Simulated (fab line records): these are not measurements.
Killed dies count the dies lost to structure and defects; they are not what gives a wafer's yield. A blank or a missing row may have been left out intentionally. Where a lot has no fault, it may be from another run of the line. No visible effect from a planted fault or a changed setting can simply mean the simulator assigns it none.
Which of the tools did it? || flow rit cmos || Sampling: 13 lots, 39 wafers, 4 of 202 route steps

## WHAT EACH GAUGE READ, for each wafer
RIT_GATE_CD_MEAS_16 targets a cd of 150 nm. Usual: cd nm at 151.0 nm, with a standard deviation of 2.4.
{"lot": "L717", "measured": "day 3 01:58", "on": "cd sem-02", "cd nm (nm)": "151.4 150.9 150.6", "flag": ""}
{"lot": "L718", "measured": "day 3 03:59", "on": "cd sem-01", "cd nm (nm)": "149.4 149.0 148.9", "flag": ""}
{"lot": "L720", "measured": "day 3 10:17", "on": "cd sem-02", "cd nm (nm)": "153.1 150.0 153.4", "flag": ""}
{"lot": "L721", "measured": "day 3 18:20", "on": "cd sem-01", "cd nm (nm)": "154.2 153.6 152.2", "flag": ""}
{"lot": "L723", "measured": "day 3 23:22", "on": "cd sem-02", "cd nm (nm)": "148.9 150.2 150.9", "flag": ""}
{"lot": "L724", "measured": "day 4 10:40", "on": "cd sem-02", "cd nm (nm)": "149.0 150.6 150.0", "flag": ""}
{"lot": "L725", "measured": "day 4 13:53", "on": "cd sem-01", "cd nm (nm)": "151.0 151.4 152.6", "flag": ""}
{"lot": "L730", "measured": "day 5 12:02", "on": "cd sem-02", "cd nm (nm)": "152.1 152.2 154.0", "flag": ""}
{"lot": "L734", "measured": "day 6 06:41", "on": "cd sem-02", "cd nm (nm)": "151.0 151.6 150.1", "flag": ""}
{"lot": "L735", "measured": "day 6 14:41", "on": "cd sem-02", "cd nm (nm)": "150.7 151.1 149.0", "flag": ""}
{"lot": "L736", "measured": "day 6 16:21", "on": "cd sem-01", "cd nm (nm)": "152.5 153.2 153.0", "flag": ""}
{"lot": "L738", "measured": "day 7 03:29", "on": "cd sem-01", "cd nm (nm)": "152.0 151.0 151.6", "flag": ""}
{"lot": "L740", "measured": "day 7 13:59", "on": "cd sem-01", "cd nm (nm)": "148.7 147.6 149.9", "flag": ""}

RIT_M1_CD_MEAS_09 targets a cd of 2600 nm. Usual: cd nm at 2600.4 nm, with a standard deviation of 2.2.
{"lot": "L717", "measured": "day 3 21:48", "on": "cd sem-02", "cd nm (nm)": "2600.3 2600.8 2603.8", "flag": ""}
{"lot": "L718", "measured": "day 4 00:17", "on": "cd sem-02", "cd nm (nm)": "2601.9 2599.3 2600.8", "flag": ""}
{"lot": "L720", "measured": "day 4 05:00", "on": "cd sem-02", "cd nm (nm)": "2600.6 2597.8 2597.2", "flag": ""}
{"lot": "L721", "measured": "day 4 12:59", "on": "cd sem-01", "cd nm (nm)": "2599.4 2599.9 2599.0", "flag": ""}
{"lot": "L723", "measured": "day 4 16:57", "on": "cd sem-01", "cd nm (nm)": "2595.6 2598.9 2598.5", "flag": ""}
{"lot": "L724", "measured": "day 5 04:13", "on": "cd sem-02", "cd nm (nm)": "2599.8 2599.9 2598.5", "flag": ""}
{"lot": "L725", "measured": "day 5 10:31", "on": "cd sem-02", "cd nm (nm)": "2603.5 2600.4 2601.0", "flag": ""}
{"lot": "L730", "measured": "day 6 06:08", "on": "cd sem-01", "cd nm (nm)": "2600.9 2600.1 2599.7", "flag": ""}
{"lot": "L734", "measured": "day 7 02:32", "on": "cd sem-01", "cd nm (nm)": "2602.4 2602.3 2601.3", "flag": ""}
{"lot": "L735", "measured": "day 7 09:28", "on": "cd sem-01", "cd nm (nm)": "2599.2 2597.1 2598.8", "flag": ""}
{"lot": "L736", "measured": "day 7 10:39", "on": "cd sem-02", "cd nm (nm)": "2596.0 2601.2 2598.8", "flag": ""}
{"lot": "L738", "measured": "day 7 21:28", "on": "cd sem-01", "cd nm (nm)": "2598.2 2595.6 2594.8", "flag": ""}
{"lot": "L740", "measured": "day 8 07:32", "on": "cd sem-01", "cd nm (nm)": "2601.8 2601.7 2603.6", "flag": ""}

## EACH LOT AND THE TOOL THAT RAN IT (in order: tool; ch and the chambers of the sampled wafers; start)
{"lot": "L717", "RIT_GATE_CLEAN_01": "wet bench-02 ch 0, day 2 18:42", "RIT_PLDD_STRIP_09": "plasma asher-01 ch 0,1, day 3 10:11"}
{"lot": "L718", "RIT_GATE_CLEAN_01": "wet bench-01 ch 2, day 2 19:09", "RIT_PLDD_STRIP_09": "plasma asher-02 ch 0,1, day 3 12:55"}
{"lot": "L720", "RIT_GATE_CLEAN_01": "wet bench-02 ch 2, day 3 03:42", "RIT_PLDD_STRIP_09": "plasma asher-01 ch 0,1, day 3 17:26"}
{"lot": "L721", "RIT_GATE_CLEAN_01": "wet bench-02 ch 2, day 3 08:46", "RIT_PLDD_STRIP_09": "plasma asher-01 ch 0,1, day 4 01:34"}
{"lot": "L723", "RIT_GATE_CLEAN_01": "wet bench-01 ch 0, day 3 18:23", "RIT_PLDD_STRIP_09": "plasma asher-03 ch 0,1, day 4 06:01"}
{"lot": "L724", "RIT_GATE_CLEAN_01": "wet bench-01 ch 3, day 4 00:31", "RIT_PLDD_STRIP_09": "plasma asher-03 ch 0,1, day 4 16:59"}
{"lot": "L725", "RIT_GATE_CLEAN_01": "wet bench-04 ch 3, day 4 08:40", "RIT_PLDD_STRIP_09": "plasma asher-03 ch 0,1, day 4 22:43"}
{"lot": "L730", "RIT_GATE_CLEAN_01": "wet bench-04 ch 2, day 5 02:22", "RIT_PLDD_STRIP_09": "plasma asher-01 ch 0,1, day 5 19:06"}
{"lot": "L734", "RIT_GATE_CLEAN_01": "wet bench-01 ch 0, day 6 01:08", "RIT_PLDD_STRIP_09": "plasma asher-02 ch 0,1, day 6 15:20"}
{"lot": "L735", "RIT_GATE_CLEAN_01": "wet bench-02 ch 3, day 6 06:47", "RIT_PLDD_STRIP_09": "plasma asher-02 ch 0,1, day 6 22:24"}
{"lot": "L736", "RIT_GATE_CLEAN_01": "wet bench-01 ch 1, day 6 11:53", "RIT_PLDD_STRIP_09": "plasma asher-03 ch 0,1, day 6 23:18"}
{"lot": "L738", "RIT_GATE_CLEAN_01": "wet bench-01 ch 1, day 6 20:32", "RIT_PLDD_STRIP_09": "plasma asher-03 ch 0,1, day 7 10:05"}
{"lot": "L740", "RIT_GATE_CLEAN_01": "wet bench-02 ch 1, day 7 07:18", "RIT_PLDD_STRIP_09": "plasma asher-03 ch 0,1, day 7 20:30"}
- RIT_GATE_CLEAN_01: cleans in SC1, time 600 s.
- RIT_PLDD_STRIP_09: strips in O2, time 180 s.

## AS READ BY THE TOOLS THEMSELVES (means over the sampled wafers that have a number; for cases with no such wafer, the mark the record gives instead)
RIT_PLDD_STRIP_09. Usual: drypump motor current A 5.7 A, standard deviation 0.47; o2 flow sccm 4000 sccm, standard deviation 12.
{"lot": "L717", "tool": "plasma asher-01", "drypump motor current A (A)": 5.9, "o2 flow sccm (sccm)": 3992, "flag": ""}
{"lot": "L718", "tool": "plasma asher-02", "drypump motor current A (A)": 6.4, "o2 flow sccm (sccm)": 4008, "flag": ""}
{"lot": "L720", "tool": "plasma asher-01", "drypump motor current A (A)": 5.8, "o2 flow sccm (sccm)": 4000, "flag": ""}
{"lot": "L721", "tool": "plasma asher-01", "drypump motor current A (A)": 5.8, "o2 flow sccm (sccm)": 4009, "flag": ""}
{"lot": "L723", "tool": "plasma asher-03", "drypump motor current A (A)": 5.1, "o2 flow sccm (sccm)": 3985, "flag": ""}
{"lot": "L724", "tool": "plasma asher-03", "drypump motor current A (A)": 5.2, "o2 flow sccm (sccm)": 3998, "flag": ""}
{"lot": "L725", "tool": "plasma asher-03", "drypump motor current A (A)": 5.2, "o2 flow sccm (sccm)": 3993, "flag": ""}
{"lot": "L730", "tool": "plasma asher-01", "drypump motor current A (A)": 5.9, "o2 flow sccm (sccm)": 4004, "flag": ""}
{"lot": "L734", "tool": "plasma asher-02", "drypump motor current A (A)": 6.4, "o2 flow sccm (sccm)": 4006, "flag": ""}
{"lot": "L735", "tool": "plasma asher-02", "drypump motor current A (A)": 6.4, "o2 flow sccm (sccm)": 3999, "flag": ""}
{"lot": "L736", "tool": "plasma asher-03", "drypump motor current A (A)": 5.1, "o2 flow sccm (sccm)": 3990, "flag": ""}
{"lot": "L738", "tool": "plasma asher-03", "drypump motor current A (A)": 5.1, "o2 flow sccm (sccm)": 4014, "flag": ""}
{"lot": "L740", "tool": "plasma asher-03", "drypump motor current A (A)": 5.2, "o2 flow sccm (sccm)": 3992, "flag": ""}

## THE ANSWER, worked out from the rows above alone
Rule: take the mean of a lot's wafers that have a number; if it is more than 3 standard deviations from the usual mean, the lot is off. A lot without any number at a reading at which 4 lots or more have one is off too. The other lots that the step has rows for count as sound. After the gauges, taken in route order, come the tools' own readings; for these a lot's mean is taken, as printed above. The first step at which some lot is off is used, and at that step the reading that is off furthest; a lot without a number counts as furthest.
None of the lots is off at any reading shown; this tells nothing.

## WHAT THE SIMULATOR HAD PUT IN
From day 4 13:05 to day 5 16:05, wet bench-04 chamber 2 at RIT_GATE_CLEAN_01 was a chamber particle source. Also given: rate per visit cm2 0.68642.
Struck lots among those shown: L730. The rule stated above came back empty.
